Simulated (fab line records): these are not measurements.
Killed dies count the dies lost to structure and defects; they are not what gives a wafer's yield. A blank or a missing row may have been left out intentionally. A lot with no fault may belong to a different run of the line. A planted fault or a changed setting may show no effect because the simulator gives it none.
Which tool is to blame? || flow berkeley_cmos170 || 21 wafers from 7 lots sampled at 3 of the route's 331 steps

## WHAT THE GAUGES READ, wafer by wafer
UCB170_M2_CD_MEAS_90 targets a cd of 700 nm.
{"lot": "L709", "measured": "day 9 13:44", "on": "cd_sem-02", "cd_nm (nm)": "700 698 699"}
{"lot": "L716", "measured": "day 11 05:16", "on": "cd_sem-02", "cd_nm (nm)": "704 702 706"}
{"lot": "L723", "measured": "day 12 04:32", "on": "cd_sem-01", "cd_nm (nm)": "702 706 701"}
{"lot": "L721", "measured": "day 12 05:02", "on": "cd_sem-02", "cd_nm (nm)": "698 706 702"}
{"lot": "L726", "measured": "day 12 23:23", "on": "cd_sem-02", "cd_nm (nm)": "701 697 701"}
{"lot": "L728", "measured": "day 13 07:50", "on": "cd_sem-02", "cd_nm (nm)": "700 700 699"}
{"lot": "L731", "measured": "day 14 04:25", "on": "cd_sem-02", "cd_nm (nm)": "703 702 704"}

## WHAT TOOL EACH LOT RAN ON (gives the tool, then ch and the chambers of the sampled wafers, and finally the start)
{"lot": "L709", "UCB170_M2_METAL_ETCH_18": "rie_metal-02 ch 1, day 9 13:27", "UCB170_M2_STRIP_19": "plasma_asher-03 ch 1, day 9 13:38"}
{"lot": "L716", "UCB170_M2_METAL_ETCH_18": "rie_metal-02 ch 0,1, day 11 04:59", "UCB170_M2_STRIP_19": "plasma_asher-03 ch 0,1, day 11 05:09"}
{"lot": "L723", "UCB170_M2_METAL_ETCH_18": "rie_metal-01 ch 0,1, day 12 04:13", "UCB170_M2_STRIP_19": "plasma_asher-04 ch 0,1, day 12 04:23"}
{"lot": "L721", "UCB170_M2_METAL_ETCH_18": "rie_metal-01 ch 0,1, day 12 04:46", "UCB170_M2_STRIP_19": "plasma_asher-04 ch 1, day 12 04:56"}
{"lot": "L726", "UCB170_M2_METAL_ETCH_18": "rie_metal-02 ch 0,1, day 12 23:05", "UCB170_M2_STRIP_19": "plasma_asher-03 ch 0,1, day 12 23:17"}
{"lot": "L728", "UCB170_M2_METAL_ETCH_18": "rie_metal-02 ch 1, day 13 07:21", "UCB170_M2_STRIP_19": "plasma_asher-03 ch 0,1, day 13 07:44"}
{"lot": "L731", "UCB170_M2_METAL_ETCH_18": "rie_metal-02 ch 0,1, day 14 04:08", "UCB170_M2_STRIP_19": "plasma_asher-03 ch 0,1, day 14 04:19"}
- UCB170_M2_METAL_ETCH_18: etches Al in Cl2/BCl3, stops on SiO2, target depth 1170 nm, time 195 s.
- UCB170_M2_STRIP_19: strips in O2.

## THE ANSWER, worked out from the rows above alone
Rule: usual is defined by the lots themselves. Put in order of their means at a reading, lots are off if they are a third of the lots or fewer, leave a main group of 4 or more, and stand apart from it by a gap of 3 or more times the standard deviation of the main group's means; of several such gaps the widest counts. If all means in a main group match to the digits the tables above print for the reading, that group is not used. A lot without any number at a reading at which 4 lots or more have one is off too. Any other lot the step has rows for is counted as sound.
No lot is off at any reading shown: from this, nothing can be told.

## WHAT THE SIMULATOR HAD PUT IN
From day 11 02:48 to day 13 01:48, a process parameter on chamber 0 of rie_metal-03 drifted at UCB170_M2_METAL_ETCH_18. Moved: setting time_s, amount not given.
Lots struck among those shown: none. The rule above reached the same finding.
